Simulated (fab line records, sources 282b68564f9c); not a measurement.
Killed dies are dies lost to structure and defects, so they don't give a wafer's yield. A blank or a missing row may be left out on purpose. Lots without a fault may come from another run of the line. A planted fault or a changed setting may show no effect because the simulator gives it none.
Which tool did it? | flow rit_cmos | 14 lots, 42 wafers sampled, at 4 steps of a route of 202

WHAT THE GAUGES READ, wafer by wafer
RIT_ACTIVE_THK_MEAS_02.
lot  | measured    | on            | ACTIVE_OXIDE_THK (nm)
L608 | day 1 12:04 | film_metro-01 | 44.4 45.0 45.5
L609 | day 1 17:03 | film_metro-01 | 45.9 45.4 44.9
L611 | day 2 04:17 | film_metro-04 | 45.0 45.1 45.4
L612 | day 2 08:04 | film_metro-03 | 45.2 45.1 45.6
L614 | day 2 18:04 | film_metro-03 | 46.7 46.7 47.0
L615 | day 2 23:04 | film_metro-03 | 48.2 47.6 47.4
L616 | day 3 04:11 | film_metro-04 | 59.2 59.6 59.9
L617 | day 3 09:04 | film_metro-04 | 59.1 58.8 58.3
L623 | day 4 15:03 | film_metro-04 | 45.5 45.7 46.7
L624 | day 4 20:20 | film_metro-01 | 47.5 46.1 47.0
L625 | day 5 01:04 | film_metro-04 | 46.2 46.5 46.5
L626 | day 5 06:03 | film_metro-04 | 47.3 48.0 47.4
L628 | day 5 16:03 | film_metro-04 | 46.2 45.8 46.9
L630 | day 6 02:36 | film_metro-04 | 44.8 45.2 45.6

RIT_FOX2_THK_MEAS_91.
lot  | measured    | on            | FIELD_OXIDE_LEFT_2_THK (nm)
L608 | day 2 08:32 | film_metro-02 | 254 252 250
L609 | day 2 13:58 | film_metro-03 | 257 257 254
L611 | day 3 00:31 | film_metro-01 | 249 252 249
L612 | day 3 04:45 | film_metro-02 | 255 263 254
L614 | day 3 15:15 | film_metro-02 | 260 266 261
L615 | day 3 19:36 | film_metro-03 | 252 249 244
L616 | day 4 01:01 | film_metro-03 | 244 252 250
L617 | day 4 04:46 | film_metro-03 | 258 265 262
L623 | day 5 12:04 | film_metro-02 | 257 260 261
L624 | day 5 16:59 | film_metro-01 | 249 251 246
L625 | day 5 20:49 | film_metro-02 | 253 244 248
L626 | day 6 01:31 | film_metro-02 | 249 249 251
L628 | day 6 13:05 | film_metro-02 | 251 249 249
L630 | day 6 22:40 | film_metro-01 | 257 255 260

RIT_NSD_OVL_MEAS_06.
lot  | measured    | on         | NSD_OVL (nm)
L608 | day 3 00:32 | overlay-02 | 1.1 0.5 1.1
L609 | day 3 05:10 | overlay-01 | -3.0 -0.6 -0.6
L611 | day 3 18:11 | overlay-01 | -0.4 0.8 1.0
L612 | day 3 21:16 | overlay-01 | -2.6 -3.9 -1.2
L614 | day 4 07:02 | overlay-01 | 1.6 1.5 0.3
L615 | day 4 11:06 | overlay-02 | -0.1 0.2 -0.2
L616 | day 4 16:18 | overlay-01 | 1.7 0.2 0.4
L617 | day 4 20:47 | overlay-01 | -0.6 -0.8 -0.8
L623 | day 6 02:41 | overlay-01 | 0.6 -0.1 0.3
L624 | day 6 07:06 | overlay-01 | -3.0 -2.1 -3.2
L625 | day 6 11:40 | overlay-01 | -0.6 -0.8 0.7
L626 | day 6 18:17 | overlay-01 | -0.7 -1.0 -1.9
L628 | day 7 03:25 | overlay-02 | 0.3 -0.7 0.8
L630 | day 7 13:49 | overlay-02 | 0.3 -0.7 -0.4

WHICH TOOL RAN EACH LOT (tool, then ch and the chambers of the sampled wafers, then the start)
lot  | RIT_ACTIVE_OXIDATION_01
L608 | furnace-02 ch 0, day 1 10:07
L609 | furnace-02 ch 0, day 1 15:07
L611 | furnace-01 ch 0, day 2 02:21
L612 | furnace-01 ch 0, day 2 06:07
L614 | furnace-01 ch 0, day 2 16:07
L615 | furnace-01 ch 0, day 2 21:07
L616 | furnace-01 ch 0, day 3 02:14
L617 | furnace-01 ch 0, day 3 07:07
L623 | furnace-02 ch 0, day 4 13:07
L624 | furnace-03 ch 0, day 4 18:25
L625 | furnace-02 ch 0, day 4 23:07
L626 | furnace-03 ch 0, day 5 04:07
L628 | furnace-03 ch 0, day 5 14:07
L630 | furnace-02 ch 0, day 6 00:40
- RIT_ACTIVE_OXIDATION_01: target thk 46.8 nm, ox time 3360 s.

WHAT THE TOOLS THEMSELVES READ (means of the sampled wafers that have a number; where no wafer has one, the mark that the record gives instead)
RIT_ACTIVE_OXIDATION_01.
lot  | tool       | spike_tc_centre_C (C) | spike_tc_load_C (C) | spike_tc_source_C (C) | tube_center_temp_C (C) | tube_center_temp_C_max | zone_power_source_pct (%)
L608 | furnace-02 | 1002.1                | 1022.8              | 1022.7                | 1000                   | 1002.5                 | 31.0
L609 | furnace-02 | 1002.0                | 1023.2              | 1022.7                | 1000                   | 1002.6                 | 31.1
L611 | furnace-01 | 1003.9                | 1026.6              | 1026.4                | 1000                   | 1002.4                 | 32.7
L612 | furnace-01 | 1002.6                | 1026.4              | 1026.4                | 1000                   | 1002.5                 | 33.0
L614 | furnace-01 | 1002.0                | 1026.7              | 1026.4                | 1000                   | 1003.2                 | 32.7
L615 | furnace-01 | 1002.5                | 1026.7              | 1025.7                | 1000                   | 1002.9                 | 32.5
L616 | furnace-01 | 1028.1                | 1051.0              | 1053.7                | 1025                   | 1027.7                 | 34.4
L617 | furnace-01 | 1027.7                | 1051.4              | 1052.6                | 1025                   | 1027.5                 | 34.8
L623 | furnace-02 | 1003.3                | 1022.5              | 1023.2                | 1000                   | 1003.0                 | 31.6
L624 | furnace-03 | 1003.1                | 1019.7              | 1023.5                | 1000                   | 1002.6                 | 30.0
L625 | furnace-02 | 1002.3                | 1022.8              | 1022.4                | 1000                   | 1002.3                 | 31.7
L626 | furnace-03 | 1003.8                | 1020.6              | 1023.1                | 1000                   | 1002.8                 | 29.9
L628 | furnace-03 | 1003.8                | 1021.2              | 1022.7                | 1000                   | 1002.8                 | 30.2
L630 | furnace-02 | 1002.5                | 1023.5              | 1022.6                | 1000                   | 1002.5                 | 31.7

THE ANSWER, worked out from the rows above alone
Rule: what is usual is taken from the lots themselves. Put in order of their means at a reading, lots are off if they are a third of the lots or fewer, leave a main group of 4 or more, and stand apart from it by a gap of 3 or more times the standard deviation of the main group's means; of several such gaps the widest counts. A main group whose means are all the same, to the digits that the tables above print for the reading, isn't used. A lot without any number at a reading at which 4 lots or more have one is off too. The other lots that the step has rows for count as sound. The gauges are gone through in route order, then the tools' own readings, and for those a lot's mean is taken as printed above. The first step at which some lot is off is used, and at that step the reading that is off furthest; a lot without a number counts as furthest.
Off: L616, L617, at RIT_ACTIVE_THK_MEAS_02 (ACTIVE_OXIDE_THK). The main group: mean 46.1 nm, standard deviation 0.92.
A tool fits if, at a process step before that reading, it ran every lot that is off, and no sound lot after the first of them. The gauges at RIT_ACTIVE_THK_MEAS_02 aren't tried: what is off there is off at RIT_ACTIVE_OXIDATION_01 too, on other tools, and a gauge's error can't cause that. One fits: furnace-01 at RIT_ACTIVE_OXIDATION_01. Its last sound lot is L615 (day 2 21:07), its first lot that is off L616 (day 3 02:14): a fault that began between those two fits.
The tool's own readings at RIT_ACTIVE_OXIDATION_01 bear it out: on the lots that are off they differ by more than 5 times the standard deviation of the sound lots' means. spike_tc_centre_C reads 1027.9 C there against 1002.8 C on the sound lots; spike_tc_load_C reads 1051.2 C there against 1023.6 C on the sound lots; spike_tc_source_C reads 1053.2 C there against 1024.0 C on the sound lots; tube_center_temp_C reads 1025 C there against 1000 C on the sound lots; tube_center_temp_C_max reads 1027.6 there against 1002.7 on the sound lots.

WHAT THE SIMULATOR HAD PUT IN
Process parameter drift: furnace-01, from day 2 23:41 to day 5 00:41, at RIT_ACTIVE_OXIDATION_01. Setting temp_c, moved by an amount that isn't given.
Lots struck among those shown: L616, L617. The rule above found the same.
